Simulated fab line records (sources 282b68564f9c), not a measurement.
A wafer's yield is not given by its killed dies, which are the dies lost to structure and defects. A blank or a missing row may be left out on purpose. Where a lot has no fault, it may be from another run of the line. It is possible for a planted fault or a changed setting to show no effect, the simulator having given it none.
A struck lot beside a sound one ; flow rit_cmos ; 18 out of 202 route steps
Sound: these wafers, L596.1, L596.2, L596.6. The struck wafers were L604.1, L604.5, L604.6. At the end, the cause is stated.
Each step with rows lists, per side, the tool, then ch with its chambers, then its first start. Under that, the readings that differ: sound wafers ; struck wafers ; difference of the means ; sigmas: that difference in standard deviations of wafers without a fault.
alike: same words and numbers on both sides, and readings whose means sit less than 2 such deviations apart. not compared: any withheld reading, any reading some wafer has no value for, any bound like >300 that may hide the same value, and any number with overlapping values for which the record gives no deviation.
The two part at a step that has a row with sigmas, a row that says differs or no value, or rows on one side only. Numbers that have no deviation but don't overlap get no sigmas and don't part them. A reading missing from all wafers of one side parts the sides only when that side holds two or more wafers.

first, 4 steps without rows for these wafers: RIT_NSD_SOFTBAKE_02 (time 60 s); RIT_NSD_EXPOSE_03 (exposes mask M9, target cd 40700 nm); RIT_NSD_PEB_04; RIT_NSD_DEVELOP_05 (develop time 51.3 s).
RIT_NSD_OVL_MEAS_06:
  struck on overlay-02, day 4 23:11; sound on overlay-01, day 3 16:35
  alike: NSD_OVL
then, 2 steps without rows for these wafers: RIT_NSD_HARDBAKE_07 (time 60 s); RIT_NSD_IMPLANT_08.
RIT_NSD_STRIP_09: strips in O2, time 180 s.
  sound on plasma_asher-04 ch 0,1, day 3 16:55; struck on plasma_asher-03 ch 0,1, day 4 23:32
  alike: drypump_motor_current_A
  not compared: rf_hours_counter_h
RIT_NSD_TW_MEAS_10:
  struck on film_metro-03, day 4 23:42; sound on film_metro-03, day 3 17:06
  alike: NSD_TW
then, 3 steps without rows for these wafers: RIT_PSD_HMDS_00 (prime time 60 s); RIT_PSD_COAT_01 (resist thk 1000 nm); RIT_PSD_SOFTBAKE_02 (time 60 s).
RIT_PSD_EXPOSE_03: exposes mask M10, target cd 40900 nm.
  sound on iline_stepper-01 ch 0, day 3 17:37; struck on iline_stepper-02 ch 0, day 5 00:13
reading;sound;struck;difference;sigmas
model.PSD.overlay_x_nm (nm);0.2821 0.2821 0.2821;129.8 129.8 129.8;+129.5;
  alike: mask
then, 2 steps without rows for these wafers: RIT_PSD_PEB_04; RIT_PSD_DEVELOP_05 (develop time 50 s).
RIT_PSD_OVL_MEAS_06:
  struck on overlay-02, day 5 00:37; sound on overlay-01, day 3 18:07
reading;sound;struck;difference;sigmas
PSD_OVL (nm);1.4 -0.2 0.3;129.3 129.3 130.9;+129.3;+99 or more
then, 1 step without rows for these wafers: RIT_PSD_HARDBAKE_07 (time 60 s).
RIT_M1_PROBE_99:
  struck on prober-02, day 5 09:01; sound on prober-01, day 4 02:55
reading;sound;struck;difference;sigmas
model.etest.select_edge_diode_p.leak_log10_a (angstrom);-10.34 -10.3 -10.16;-9.55 -9.639 -9.594;+0.67;
  alike: killed_at_contacts, killed_at_front_end, killed_dies, killed_open, killed_short

== WHERE THEY PART ==
At RIT_PSD_OVL_MEAS_06 and nowhere else, as far as this record goes. Later steps at which nothing parts them and some readings are alike: RIT_M1_PROBE_99.

WHY: the cause the simulator had injected
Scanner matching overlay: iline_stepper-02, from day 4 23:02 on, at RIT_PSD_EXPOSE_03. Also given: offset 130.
